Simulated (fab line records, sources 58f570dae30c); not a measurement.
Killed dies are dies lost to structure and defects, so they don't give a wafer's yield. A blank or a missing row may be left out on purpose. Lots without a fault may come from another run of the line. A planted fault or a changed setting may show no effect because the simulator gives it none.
Which tool did it? | flow berkeley_cmos170 | 14 lots, 42 wafers sampled, at 7 steps of a route of 331

WHAT THE GAUGES READ, wafer by wafer
UCB170_NVT_TW_MEAS_09. Usual: NVT_TW 522.7, standard deviation 2.3.
lot  | measured    | on            | NVT_TW            | flag
L136 | day 5 21:25 | film_metro-01 | 519.5 523.3 521.9 |
L139 | day 6 16:41 | film_metro-01 | 517.6 515.6 518.0 |
L140 | day 6 16:49 | film_metro-01 | 518.5 518.5 517.9 |
L143 | day 6 22:08 | film_metro-02 | 521.5 519.6 519.8 |
L141 | day 6 22:49 | film_metro-04 | 523.7 524.3 526.8 |
L146 | day 7 15:49 | film_metro-01 | 523.6 524.2 522.9 |
L148 | day 7 22:45 | film_metro-02 | 519.7 520.1 520.9 |
L151 | day 8 11:12 | film_metro-04 | 522.5 522.2 522.6 |
L152 | day 8 20:14 | film_metro-02 | 520.0 524.7 524.8 |
L155 | day 9 14:28 | film_metro-04 | 522.1 521.8 522.8 |
L156 | day 9 14:43 | film_metro-04 | 525.1 524.0 524.8 |
L158 | day 9 22:35 | film_metro-01 | 523.1 520.9 521.4 |
L159 | day 9 23:14 | film_metro-04 | 521.7 522.7 522.9 |
L157 | day 9 23:31 | film_metro-02 | 521.7 523.4 521.9 |

UCB170_GATE_THK_MEAS_02. Usual: GATE_OXIDE_THK 6.60 nm, standard deviation 0.12.
lot  | measured     | on            | GATE_OXIDE_THK (nm) | flag
L136 | day 6 02:47  | film_metro-02 | 6.51 6.49 6.51      |
L139 | day 6 21:55  | film_metro-02 | 6.63 6.68 6.66      |
L140 | day 6 21:55  | film_metro-04 | 6.52 6.41 6.41      |
L143 | day 7 03:32  | film_metro-03 | 6.66 6.67 6.73      |
L141 | day 7 03:31  | film_metro-02 | 6.52 6.60 6.51      |
L146 | day 8 00:16  | film_metro-02 | 6.62 6.66 6.61      |
L148 | day 8 05:02  | film_metro-04 | 6.46 6.46 6.48      |
L151 | day 8 17:14  | film_metro-02 | 6.66 6.63 6.59      |
L152 | day 9 03:16  | film_metro-03 | 6.57 6.41 6.48      |
L155 | day 9 20:03  | film_metro-02 | 6.63 6.59 6.75      |
L156 | day 9 20:04  | film_metro-04 | 6.66 6.69 6.37      |
L158 | day 10 05:15 | film_metro-02 | 6.60 6.53 6.63      |
L159 | day 10 05:15 | film_metro-03 | 6.61 6.62 6.73      |
L157 | day 10 05:15 | film_metro-04 | 6.69 6.76 6.71      |

UCB170_NLDD_TW_MEAS_11. Usual: NLDD_TW 2213, standard deviation 12.
lot  | measured     | on            | NLDD_TW        | flag
L136 | day 6 16:30  | film_metro-04 | 2226 2211 2221 |
L139 | day 7 11:09  | film_metro-04 | 2221 2234 2234 |
L140 | day 7 09:35  | film_metro-01 | 2220 2219 2215 |
L143 | day 7 13:57  | film_metro-03 | 2217 2215 2212 |
L141 | day 7 13:36  | film_metro-01 | 2210 2210 2220 |
L146 | day 8 11:44  | film_metro-03 | 2243 2240 2247 |
L148 | day 8 19:56  | film_metro-01 | 2203 2192 2198 |
L151 | day 9 04:22  | film_metro-03 | 3133 3130 3144 | OFF
L152 | day 9 13:43  | film_metro-04 | 3145 3145 3158 | OFF
L155 | day 10 06:38 | film_metro-01 | 2201 2187 2203 |
L156 | day 10 07:11 | film_metro-04 | 2208 2210 2221 |
L158 | day 10 16:26 | film_metro-03 | 2221 2223 2233 |
L159 | day 10 16:44 | film_metro-03 | 2228 2240 2227 |
L157 | day 10 16:33 | film_metro-04 | 2198 2209 2208 |

UCB170_SDANNEAL_RS_MEAS_05: measures by four-point-probe. Usual: NLDD_RS 616.1 ohm/sq, standard deviation 1.4.
lot  | measured     | on            | NLDD_RS (ohm/sq)  | flag
L136 | day 7 01:48  | film_metro-04 | 615.7 616.2 616.7 |
L139 | day 7 20:08  | film_metro-03 | 619.2 618.5 617.6 |
L140 | day 7 18:15  | film_metro-01 | 614.2 614.3 615.0 |
L143 | day 7 23:49  | film_metro-03 | 615.8 616.6 617.8 |
L141 | day 8 00:09  | film_metro-01 | 614.3 617.0 615.7 |
L146 | day 8 23:06  | film_metro-01 | 615.3 615.8 616.3 |
L148 | day 9 05:01  | film_metro-03 | 615.6 615.3 618.2 |
L151 | day 9 13:37  | film_metro-01 | 172.4 172.5 172.2 | OFF
L152 | day 10 00:29 | film_metro-04 | 173.0 172.6 172.4 | OFF
L155 | day 10 15:32 | film_metro-03 | 616.4 615.7 618.1 |
L156 | day 10 15:37 | film_metro-04 | 616.4 614.8 615.7 |
L158 | day 11 04:23 | film_metro-04 | 614.1 617.1 615.3 |
L159 | day 11 03:56 | film_metro-01 | 615.7 618.7 618.1 |
L157 | day 11 04:16 | film_metro-03 | 617.2 618.8 615.9 |

WHICH TOOL RAN EACH LOT (tool, then ch and the chambers of the sampled wafers, then the start)
lot  | UCB170_PLDD_STRIP_10                 | UCB170_NLDD_IMPLANT_08          | UCB170_NLDD_STRIP_10
L136 | plasma_asher-04 ch 0,1, day 6 14:27  | implanter-02 ch 0, day 6 16:08  | plasma_asher-02 ch 0,1, day 6 16:25
L139 | plasma_asher-03 ch 0,1, day 7 07:18  | implanter-04 ch 0, day 7 10:46  | plasma_asher-02 ch 0,1, day 7 11:02
L140 | plasma_asher-03 ch 0,1, day 7 07:02  | implanter-03 ch 0, day 7 09:11  | plasma_asher-04 ch 1, day 7 09:28
L143 | plasma_asher-03 ch 0,1, day 7 11:52  | implanter-03 ch 0, day 7 13:35  | plasma_asher-02 ch 0,1, day 7 13:52
L141 | plasma_asher-04 ch 1, day 7 11:19    | implanter-04 ch 0, day 7 13:12  | plasma_asher-04 ch 0,1, day 7 13:30
L146 | plasma_asher-04 ch 0,1, day 8 09:26  | implanter-03 ch 0, day 8 11:20  | plasma_asher-02 ch 0,1, day 8 11:38
L148 | plasma_asher-01 ch 0, day 8 16:50    | implanter-02 ch 0, day 8 19:32  | plasma_asher-03 ch 0,1, day 8 19:50
L151 | plasma_asher-01 ch 0,1, day 9 01:58  | implanter-04 ch 0, day 9 03:58  | plasma_asher-02 ch 1, day 9 04:16
L152 | plasma_asher-04 ch 0,1, day 9 11:34  | implanter-04 ch 0, day 9 13:20  | plasma_asher-03 ch 0,1, day 9 13:37
L155 | plasma_asher-04 ch 0,1, day 10 04:20 | implanter-02 ch 0, day 10 06:15 | plasma_asher-04 ch 0,1, day 10 06:31
L156 | plasma_asher-03 ch 0,1, day 10 04:41 | implanter-03 ch 0, day 10 06:49 | plasma_asher-04 ch 0,1, day 10 07:07
L158 | plasma_asher-03 ch 0,1, day 10 12:24 | implanter-03 ch 0, day 10 16:02 | plasma_asher-02 ch 0,1, day 10 16:20
L159 | plasma_asher-01 ch 0,1, day 10 12:52 | implanter-03 ch 0, day 10 16:20 | plasma_asher-04 ch 0,1, day 10 16:38
L157 | plasma_asher-03 ch 0,1, day 10 13:13 | implanter-02 ch 0, day 10 16:09 | plasma_asher-03 ch 0,1, day 10 16:27
- UCB170_PLDD_STRIP_10: strips in O2.
- UCB170_NLDD_IMPLANT_08
- UCB170_NLDD_STRIP_10: strips in O2.

WHAT THE TOOLS THEMSELVES READ (means of the sampled wafers that have a number; where no wafer has one, the mark that the record gives instead)
UCB170_PLDD_STRIP_10. Usual: drypump_motor_current_A 5.9 A, standard deviation 0.42; o2_flow_sccm 399.9 sccm, standard deviation 1.2; oes_product_au 0.735 a.u., standard deviation 0.0042; strip_time_to_endpoint_s 21.63 s, standard deviation 0.064.
lot  | tool            | drypump_motor_current_A (A) | o2_flow_sccm (sccm) | oes_product_au (a.u.) | strip_time_to_endpoint_s (s) | flag
L136 | plasma_asher-04 | 5.8                         | 399.2               | 0.733                 | 21.72                        |
L139 | plasma_asher-03 | 5.7                         | 401.2               | 0.732                 | 21.71                        |
L140 | plasma_asher-03 | 5.7                         | 399.4               | 0.736                 | 21.56                        |
L143 | plasma_asher-03 | 6.1                         | 400.3               | 0.734                 | 21.63                        |
L141 | plasma_asher-04 | 5.7                         | 399.3               | 0.734                 | 21.72                        |
L146 | plasma_asher-04 | 5.8                         | 400.3               | 0.736                 | 21.62                        |
L148 | plasma_asher-01 | 6.4                         | 400.1               | 0.734                 | 21.70                        |
L151 | plasma_asher-01 | 5.9                         | 401.0               | 0.738                 | 21.63                        |
L152 | plasma_asher-04 | 5.7                         | 399.9               | 0.738                 | 21.62                        |
L155 | plasma_asher-04 | 5.7                         | 400.5               | 0.736                 | 21.53                        |
L156 | plasma_asher-03 | 6.0                         | 401.1               | 0.738                 | 21.62                        |
L158 | plasma_asher-03 | 5.7                         | 397.9               | 0.736                 | 21.59                        |
L159 | plasma_asher-01 | 6.2                         | 400.9               | 0.732                 | 21.76                        |
L157 | plasma_asher-03 | 5.7                         | 398.6               | 0.734                 | 21.58                        |

UCB170_NLDD_IMPLANT_08. Usual: beam_on_s 10.04 s, standard deviation 0.21; dose_ions_cm2 5.001e+13, standard deviation 5e+10; end_station_pressure_torr 5.13e-06 Torr, standard deviation 2.7e-07; faraday_current_uA 158, standard deviation 3.3.
lot  | tool         | beam_on_s (s) | dose_ions_cm2 | end_station_pressure_torr (Torr) | faraday_current_uA | flag
L136 | implanter-02 | 10.19         | 4.997e+13     | 5.08e-06                         | 155                |
L139 | implanter-04 | 10.08         | 5.003e+13     | 4.90e-06                         | 157                |
L140 | implanter-03 | 10.04         | 5.001e+13     | 5.11e-06                         | 158                |
L143 | implanter-03 | 9.81          | 5.002e+13     | 5.44e-06                         | 161                |
L141 | implanter-04 | 9.86          | 5.001e+13     | 4.93e-06                         | 161                |
L146 | implanter-03 | 9.88          | 5.000e+13     | 5.19e-06                         | 160                |
L148 | implanter-02 | 9.93          | 5.003e+13     | 5.03e-06                         | 160                |
L151 | implanter-04 | 16.64         | 5.000e+14     | 5.61e-06                         | 950                | OFF
L152 | implanter-04 | 16.81         | 5.001e+14     | 5.87e-06                         | 941                | OFF
L155 | implanter-02 | 10.21         | 5.002e+13     | 5.13e-06                         | 155                |
L156 | implanter-03 | 10.00         | 5.005e+13     | 5.15e-06                         | 159                |
L158 | implanter-03 | 10.17         | 5.004e+13     | 4.95e-06                         | 156                |
L159 | implanter-03 | 10.13         | 5.002e+13     | 5.06e-06                         | 157                |
L157 | implanter-02 | 9.98          | 5.002e+13     | 4.91e-06                         | 159                |

UCB170_NLDD_STRIP_10. Usual: drypump_motor_current_A 5.7 A, standard deviation 0.41; o2_flow_sccm 400.3 sccm, standard deviation 1.2; oes_product_au 0.734 a.u., standard deviation 0.0045; strip_time_to_endpoint_s 21.64 s, standard deviation 0.046.
lot  | tool            | drypump_motor_current_A (A) | o2_flow_sccm (sccm) | oes_product_au (a.u.) | strip_time_to_endpoint_s (s) | flag
L136 | plasma_asher-02 | 5.4                         | 400.5               | 0.736                 | 21.62                        |
L139 | plasma_asher-02 | 5.5                         | 400.6               | 0.735                 | 21.73                        |
L140 | plasma_asher-04 | 5.7                         | 401.7               | 0.731                 | 21.72                        |
L143 | plasma_asher-02 | 5.4                         | 399.7               | 0.732                 | 21.64                        |
L141 | plasma_asher-04 | 5.7                         | 399.9               | 0.734                 | 21.63                        |
L146 | plasma_asher-02 | 5.6                         | 399.4               | 0.730                 | 21.62                        |
L148 | plasma_asher-03 | 6.0                         | 400.3               | 0.736                 | 21.66                        |
L151 | plasma_asher-02 | 5.3                         | 399.3               | 0.683                 | 23.88                        | OFF
L152 | plasma_asher-03 | 6.1                         | 399.2               | 0.686                 | 23.88                        | OFF
L155 | plasma_asher-04 | 5.7                         | 399.3               | 0.729                 | 21.59                        |
L156 | plasma_asher-04 | 5.7                         | 400.6               | 0.731                 | 21.65                        |
L158 | plasma_asher-02 | 5.4                         | 400.1               | 0.735                 | 21.58                        |
L159 | plasma_asher-04 | 5.7                         | 400.5               | 0.740                 | 21.62                        |
L157 | plasma_asher-03 | 6.1                         | 399.6               | 0.734                 | 21.61                        |

THE ANSWER, worked out from the rows above alone
Rule: a lot is off if the mean of its wafers that have a number lies more than 3 standard deviations from the usual mean. A lot without any number at a reading at which 4 lots or more have one is off too. The other lots that the step has rows for count as sound. The gauges are gone through in route order, then the tools' own readings, and for those a lot's mean is taken as printed above. The first step at which some lot is off is used, and at that step the reading that is off furthest; a lot without a number counts as furthest.
Off: L151, L152, at UCB170_NLDD_TW_MEAS_11 (NLDD_TW).
A tool fits if, at a process step before that reading, it ran every lot that is off, and no sound lot after the first of them. The gauges at UCB170_NLDD_TW_MEAS_11 aren't tried: what is off there is off at UCB170_NLDD_IMPLANT_08 too, on other tools, and a gauge's error can't cause that. One fits: implanter-04 at UCB170_NLDD_IMPLANT_08. Its last sound lot is L141 (day 7 13:12), its first lot that is off L151 (day 9 03:58): a fault that began between those two fits.
The tool's own readings at UCB170_NLDD_IMPLANT_08 bear it out: on the lots that are off they differ by more than 5 times the standard deviation of the sound lots' means. beam_on_s reads 16.73 s there against 10.02 s on the sound lots; dose_ions_cm2 reads 5.000e+14 there against 5.002e+13 on the sound lots; faraday_current_uA reads 946 there against 158 on the sound lots.

WHAT THE SIMULATOR HAD PUT IN
Process parameter drift: implanter-04, from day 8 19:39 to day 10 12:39, at UCB170_NLDD_IMPLANT_08. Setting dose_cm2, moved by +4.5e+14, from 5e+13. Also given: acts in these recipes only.
Lots struck among those shown: L151, L152. The rule above found the same.
